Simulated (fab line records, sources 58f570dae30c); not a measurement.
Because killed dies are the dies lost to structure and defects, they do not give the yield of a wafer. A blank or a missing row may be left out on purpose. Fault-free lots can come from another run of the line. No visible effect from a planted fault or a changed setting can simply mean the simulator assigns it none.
One fault seen from 2 desks :: flow berkeley_cmos170 :: every desk sees just its own numbers, and what lay behind them comes last

## AT THE METROLOGY DESK
What the gauges read for every lot (on any tool): the sampled wafers with a number, averaged. Marked OUT: a lot whose mean sits more than 4 standard deviations from the usual mean, which makes it out of limits; the brackets give that distance.
Columns: A = cd_nm at UCB170_M3_CD_MEAS_90, usual 700.1 nm
lot: L388
first seen here: day 7 18:48
A: 697.6

lot: L389
first seen here: day 7 18:51
A: 700.2

lot: L393
first seen here: day 8 12:22
A: 703.8

lot: L392
first seen here: day 8 12:36
A: 694.6

lot: L391
first seen here: day 8 17:53
A: 696.3

lot: L394
first seen here: day 9 11:41
A: 697.1

lot: L395
first seen here: day 9 13:13
A: 688.6 (-4.3) OUT

lot: L403
first seen here: day 10 18:34
A: 701.0

lot: L404
first seen here: day 11 05:43
A: 702.1

lot: L406
first seen here: day 11 20:29
A: 699.1

lot: L407
first seen here: day 11 23:46
A: 702.8

lot: L409
first seen here: day 12 16:56
A: 702.2

lot: L408
first seen here: day 12 17:22
A: 700.9
This desk finds L395 out of limits, L395 being first, at day 9 13:13 (cd_nm at UCB170_M3_CD_MEAS_90). In limits: L388, L389, L393, L392, L391, L394, L403, L404, L406, L407, L409, L408.

## AT THE TOOL OWNER'S DESK: rie_metal-01
The tool's own readings at UCB170_M3_METAL_ETCH_18 (etches Al in Cl2/BCl3, stops on SiO2, target depth 1170 nm, time 195 s): means of the sampled wafers that have a number, for each lot that ran on this tool. Marked OUT: a lot whose mean sits more than 4 standard deviations from the usual mean, which makes it out of limits; the brackets give that distance.
Columns: A = drypump_motor_current_A at UCB170_M3_METAL_ETCH_18, usual 5.5 A; B = mfc_cl2_sccm at UCB170_M3_METAL_ETCH_18, usual 89.96 sccm; C = oes_product_au at UCB170_M3_METAL_ETCH_18, usual 0.858 a.u.; D = rf_fwd_power_W at UCB170_M3_METAL_ETCH_18, usual 597.8 W; E = throttle_valve_pct at UCB170_M3_METAL_ETCH_18, usual 24.39 %
lot: L389
first seen here: day 7 18:34
A: 5.5
B: 89.84
C: 0.866
D: 599.4
E: 24.48

lot: L392
first seen here: day 8 12:16
A: 5.3
B: 89.62
C: 0.869
D: 596.4
E: 24.59

lot: L394
first seen here: day 9 11:23
A: 5.3
B: 90.13
C: 0.870
D: 599.4
E: 24.59

lot: L395
first seen here: day 9 12:55
A: 5.5
B: 90.05
C: 0.871
D: 757.7 (+80) OUT
E: 24.49
This desk finds L395 out of limits, L395 being first, at day 9 12:55 (rf_fwd_power_W at UCB170_M3_METAL_ETCH_18). In limits: L389, L392, L394.

## ALL TOGETHER
An alarm could have come from the tool owner's desk at day 9 12:55, on L395.
The metrology desk could have raised an alarm at day 9 13:13, on L395.
The lots listed all ran UCB170_M3_METAL_ETCH_18 on rie_metal-01.

## WHAT THE SIMULATOR PUT IN
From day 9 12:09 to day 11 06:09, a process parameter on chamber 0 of rie_metal-01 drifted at UCB170_M3_METAL_ETCH_18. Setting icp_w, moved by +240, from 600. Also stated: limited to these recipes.
Shown lots that were struck: L395.
Fault start to first reading out of limits, in hours, per desk: tool owner, 1; metrology, 1.
